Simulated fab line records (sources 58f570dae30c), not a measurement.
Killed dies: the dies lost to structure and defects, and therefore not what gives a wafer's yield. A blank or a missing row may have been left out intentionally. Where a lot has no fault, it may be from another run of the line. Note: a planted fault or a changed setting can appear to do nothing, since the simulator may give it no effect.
Which of the tools did it? -- flow berkeley_cmos170 -- 15 lots, 45 wafers sampled, at 1 step of a route of 331

== WHAT THE GAUGES READ, wafer by wafer ==
Not one reading of a measure or inspect step in the record can be checked against a usual standard deviation.

== WHICH TOOL RAN EACH LOT (tool, then ch and the chambers of the sampled wafers, then the start) ==
lot,UCB170_V2_STRIP_15
L867,"plasma_asher-03 ch 0,1, day 7 23:44"
L866,"plasma_asher-01 ch 0,1, day 7 23:54"
L869,"plasma_asher-03 ch 0,1, day 8 00:06"
L874,"plasma_asher-03 ch 0,1, day 9 01:21"
L876,"plasma_asher-03 ch 0,1, day 9 15:19"
L880,"plasma_asher-01 ch 0,1, day 10 16:48"
L881,"plasma_asher-02 ch 0,1, day 10 17:03"
L878,"plasma_asher-03 ch 1, day 10 17:17"
L879,"plasma_asher-01 ch 0,1, day 11 01:17"
L885,"plasma_asher-01 ch 0,1, day 11 01:56"
L882,"plasma_asher-02 ch 0,1, day 11 02:07"
L883,"plasma_asher-01 ch 0,1, day 11 07:22"
L886,"plasma_asher-02 ch 0,1, day 11 21:06"
L888,"plasma_asher-02 ch 0,1, day 12 06:31"
L889,"plasma_asher-02 ch 0,1, day 12 09:49"
- UCB170_V2_STRIP_15: strips in O2.

== AS READ BY THE TOOLS THEMSELVES (means over the sampled wafers that have a number; for cases with no such wafer, the mark the record gives instead) ==
UCB170_V2_STRIP_15.
lot,tool,drypump_motor_current_A (A),o2_flow_sccm (sccm),oes_product_au (a.u.),strip_time_to_endpoint_s (s)
L867,plasma_asher-03,5.4,401.4,0.721,15.31
L866,plasma_asher-01,5.8,400.5,0.723,15.27
L869,plasma_asher-03,5.2,400.0,0.726,15.49
L874,plasma_asher-03,5.2,479.4,0.736,14.93
L876,plasma_asher-03,5.4,480.5,0.734,15.00
L880,plasma_asher-01,6.0,398.7,0.724,15.48
L881,plasma_asher-02,5.7,399.3,0.724,15.27
L878,plasma_asher-03,5.7,478.9,0.736,14.88
L879,plasma_asher-01,5.8,400.8,0.722,15.42
L885,plasma_asher-01,5.8,400.7,0.718,15.22
L882,plasma_asher-02,5.6,400.9,0.721,15.38
L883,plasma_asher-01,6.0,399.8,0.719,15.31
L886,plasma_asher-02,5.7,401.2,0.723,15.20
L888,plasma_asher-02,5.6,400.2,0.723,15.13
L889,plasma_asher-02,5.6,400.4,0.719,15.43

== THE ANSWER, worked out from the rows above alone ==
Rule: the lots themselves supply what counts as usual. The widest of any qualifying gaps counts: lots, ordered by their means at a reading, are off when they make up no more than a third of the lots, leave a main group of 4 or more, and stand apart from it by 3 or more times the standard deviation of that group's means. Not used: any main group whose means are identical at the precision the tables above print for the reading. A lot without any number at a reading at which 4 lots or more have one is off too. Any other lot the step has rows for is counted as sound. The gauges are gone through in route order, then the tools' own readings, and for those a lot's mean is taken as printed above. The first step at which some lot is off is used, and at that step the reading that is off furthest; a lot without a number counts as furthest.
Off at UCB170_V2_STRIP_15 (o2_flow_sccm): L874, L876, L878. The main group has a mean of 400.3 sccm with a standard deviation of 0.75.
A tool fits if, at that step or a process step before it, it ran every lot that is off, and no sound lot after the first of them. One candidate fits, namely plasma_asher-03 at UCB170_V2_STRIP_15. A fault onset in the window from L869 (day 8 00:06, its last sound lot) to L874 (day 9 01:21, its first lot off) fits.
The tool's own readings at UCB170_V2_STRIP_15 bear it out: on the lots that are off they differ by more than 5 times the standard deviation of the sound lots' means. o2_flow_sccm reads 479.6 sccm there against 400.3 sccm on the sound lots; oes_product_au reads 0.735 a.u. there against 0.722 a.u. on the sound lots.

== WHAT THE SIMULATOR HAD INSERTED ==
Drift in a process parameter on plasma_asher-03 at UCB170_V2_STRIP_15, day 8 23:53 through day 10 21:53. From 400, the setting o2_flow_sccm moved by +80. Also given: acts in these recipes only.
Struck lots among those shown: L874, L876, L878. Same finding as the rule above.
